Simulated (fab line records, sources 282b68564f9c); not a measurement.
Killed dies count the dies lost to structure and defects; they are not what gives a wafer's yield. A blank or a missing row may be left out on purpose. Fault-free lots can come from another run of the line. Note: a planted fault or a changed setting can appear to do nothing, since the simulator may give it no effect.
What tool caused it? | flow rit_cmos | Sampling: 14 lots, 42 wafers, 2 of 202 route steps

## WHAT EACH GAUGE READ, for each wafer
RIT_PSD_OVL_MEAS_06. Usual: PSD_OVL typically reads 0.1 nm, with standard deviation 1.2.
lot  | measured    | on         | PSD_OVL (nm)      | flag
L714 | day 3 05:22 | overlay-02 | 0.5 1.7 -2.2      |
L715 | day 3 07:46 | overlay-02 | -1.2 -0.9 0.0     |
L716 | day 3 13:46 | overlay-01 | 2.4 1.0 -0.8      |
L718 | day 3 23:06 | overlay-02 | -1.8 -0.8 -0.5    |
L719 | day 4 05:43 | overlay-02 | -0.5 2.0 1.9      |
L720 | day 4 09:41 | overlay-02 | 1.2 2.6 1.8       |
L721 | day 4 16:54 | overlay-01 | 0.3 1.4 1.2       |
L722 | day 4 20:30 | overlay-02 | -0.1 -0.3 -1.5    |
L723 | day 5 02:27 | overlay-01 | -0.8 -0.8 -0.9    |
L724 | day 5 10:31 | overlay-01 | -0.5 -1.0 -1.3    |
L728 | day 6 06:04 | overlay-01 | -1.0 0.0 -1.2     |
L731 | day 6 19:38 | overlay-02 | -0.6 -0.6 0.4     |
L733 | day 7 01:46 | overlay-01 | 131.2 129.9 129.3 | OFF
L734 | day 7 09:44 | overlay-02 | 130.1 130.4 131.3 | OFF

## EACH LOT AND THE TOOL THAT RAN IT (in order: tool; ch and the chambers of the sampled wafers; start)
lot  | RIT_PSD_EXPOSE_03
L714 | iline_stepper-01 ch 0, day 3 04:58
L715 | iline_stepper-01 ch 0, day 3 07:22
L716 | iline_stepper-01 ch 0, day 3 13:22
L718 | iline_stepper-02 ch 0, day 3 22:42
L719 | iline_stepper-01 ch 0, day 4 05:19
L720 | iline_stepper-02 ch 0, day 4 09:17
L721 | iline_stepper-02 ch 0, day 4 16:30
L722 | iline_stepper-02 ch 0, day 4 20:07
L723 | iline_stepper-01 ch 0, day 5 01:59
L724 | iline_stepper-01 ch 0, day 5 10:08
L728 | iline_stepper-02 ch 0, day 6 05:40
L731 | iline_stepper-02 ch 0, day 6 19:16
L733 | iline_stepper-01 ch 0, day 7 01:23
L734 | iline_stepper-01 ch 0, day 7 09:20
- RIT_PSD_EXPOSE_03: exposes mask M10, target cd 40900 nm.

## AS READ BY THE TOOLS THEMSELVES (means over the sampled wafers that have a number; for cases with no such wafer, the mark the record gives instead)
The record holds no such reading with a usual standard deviation.

## THE ANSWER, worked out from the rows above alone
Rule: a lot counts as off when the mean over its wafers that have a number is more than 3 standard deviations away from the usual mean. Also off: a lot with no number at a reading for which 4 or more lots have one. Any other lot the step has rows for is counted as sound. After the gauges, taken in route order, come the tools' own readings; for these a lot's mean is taken, as printed above. At the first step where some lot is off, the reading lying furthest off is the one used; lots without a number count as furthest.
Off: at RIT_PSD_OVL_MEAS_06 (PSD_OVL), L733, L734.
If a tool, at a process step before that reading, ran all the lots that are off and no sound lot after the first of them, it fits. Gauges at RIT_PSD_OVL_MEAS_06: tried the same way as those tools. One fits: RIT_PSD_EXPOSE_03 on iline_stepper-01. Its last sound lot is L724 (day 5 10:08), its first lot that is off L733 (day 7 01:23): a fault that began between those two fits.

## WHAT THE SIMULATOR PUT IN
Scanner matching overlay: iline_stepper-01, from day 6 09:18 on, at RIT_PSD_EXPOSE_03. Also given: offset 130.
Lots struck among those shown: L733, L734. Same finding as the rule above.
